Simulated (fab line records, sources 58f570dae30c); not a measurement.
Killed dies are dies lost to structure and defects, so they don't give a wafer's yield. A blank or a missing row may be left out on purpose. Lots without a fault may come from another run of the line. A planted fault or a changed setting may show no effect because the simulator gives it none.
Split-lot experiment | flow berkeley_cmos170 | 5 lots, 23 wafers read, on a route of 331 steps

THE SPLIT
At UCB170_V1_EXPOSE_09 (exposes mask VIA1, target cd 700 nm), the setting dose_mj was moved away from the recipe's 37 on 10 of the 23 wafers read, by -5.1% to +6.1%. The other wafers ran this setting at the recipe's value.

FROM THE SPLIT TO THE READING: what the file shows between them, 5 steps
- UCB170_V1_PEB_10
- UCB170_V1_DEVELOP_11: develop time 45 s
- UCB170_V1_CD_MEAS_12: target cd 700 nm
- UCB170_V1_ETCH_14: etches SiO2 in CHF3/CF4/Ar, stops on Al, target depth 1250 nm, time 291 s (also split here: time_s)
- UCB170_V1_STRIP_15: strips in O2

THE READING
cd_nm, in nm, at UCB170_V1_CD_MEAS_90 (target cd 700 nm). Fault-free wafers of this fab line usually give 699.6 nm, standard deviation 1.2 nm.

wafer  | tool, chamber at the split | dose_mj as run | against the recipe | cd_nm, nm | against lot-mates on the recipe
L074.2 | krf_scanner-01, 0          | 37             | recipe             | 699.0     | -
L074.4 | krf_scanner-01, 0          | 37             | recipe             | 700.5     | -
L074.5 | krf_scanner-01, 0          | 37             | recipe             | 700.9     | -
L078.1 | krf_scanner-02, 0          | 39.13          | +5.8%              | 706.7     | +7.8
L078.2 | krf_scanner-02, 0          | 37             | recipe             | 699.3     | -
L078.3 | krf_scanner-02, 0          | 37             | recipe             | 698.6     | -
L078.4 | krf_scanner-02, 0          | 37             | recipe             | 698.9     | -
L078.6 | krf_scanner-02, 0          | 39.13          | +5.8%              | 710.5     | +11.6
L079.1 | krf_scanner-02, 0          | 35.1           | -5.1%              | 690.6     | -9.5
L079.2 | krf_scanner-02, 0          | 37             | recipe             | 699.2     | -
L079.3 | krf_scanner-02, 0          | 35.1           | -5.1%              | 691.2     | -8.9
L079.4 | krf_scanner-02, 0          | 37             | recipe             | 700.5     | -
L079.6 | krf_scanner-02, 0          | 37             | recipe             | 700.6     | -
L085.1 | krf_scanner-01, 0          | 37             | recipe             | 698.2     | -
L085.2 | krf_scanner-01, 0          | 38.7           | +4.6%              | 705.5     | +7.7
L085.3 | krf_scanner-01, 0          | 37             | recipe             | 697.4     | -
L085.4 | krf_scanner-01, 0          | 38.7           | +4.6%              | 704.0     | +6.2
L085.5 | krf_scanner-01, 0          | 38.7           | +4.6%              | 707.4     | +9.6
L082.1 | krf_scanner-01, 0          | 37             | recipe             | 697.6     | -
L082.3 | krf_scanner-01, 0          | 39.26          | +6.1%              | 709.7     | +11.7
L082.4 | krf_scanner-01, 0          | 39.26          | +6.1%              | 709.5     | +11.5
L082.5 | krf_scanner-01, 0          | 37             | recipe             | 698.5     | -
L082.6 | krf_scanner-01, 0          | 39.26          | +6.1%              | 711.0     | +13.0

THE FIT
A straight line over all 23 wafers: cd_nm changes by +1.64 nm for each +1% of dose_mj; r = +0.97; the points scatter about the line by 1.3 nm.
The same after taking each lot's own level away (the mean of its wafers on the recipe; 23 wafers): +1.81 nm for each +1%; r = +0.99; scatter 1.1 nm.
On that fit, the largest move of dose_mj shifts the reading by 11 nm.
The lots' own levels span 697.80 to 700.13 nm, that is 1.9 times the standard deviation above.
So the lot-to-lot level changes the slope little: the two slopes agree.
Check: with one of the wafers moved furthest among these (+6.1%) left out of the fit, the line predicts +11 nm for it against its lot-mates. It came out at +11.7 nm against them.

OTHER SPLITS ON THESE WAFERS
These wafers also went through other splits before the reading. Each is held against what the fit with the lots' levels taken away leaves over:
other split on the same wafers | wafers away from the commonest value | r with cd_nm (lot level and that fit taken away)
UCB170_V1_ETCH_14 time_s       | 5                                    | +0.17

THE WHOLE CHAIN: every reading that the file lists as answering this split, in the file's order
step                 | what it does                                                              | reading                                                   | change (the file's fit)              | r (the file's)
UCB170_V1_CD_MEAS_12 | target cd 700 nm                                                          | cd_nm                                                     | +1.81 nm for each +1% of the setting | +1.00
UCB170_V1_ETCH_14    | etches SiO2 in CHF3/CF4/Ar, stops on Al, target depth 1250 nm, time 291 s | V1.cd_nm (the simulator's own value, which no gauge read) | +1.8 nm for each +1% of the setting  | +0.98
UCB170_V1_CD_MEAS_90 | target cd 700 nm                                                          | cd_nm                                                     | +1.8 nm for each +1% of the setting  | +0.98

THE FILE'S OWN FIT
cd_nm changes by +1.8 nm for each +1% of dose_mj, r = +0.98.
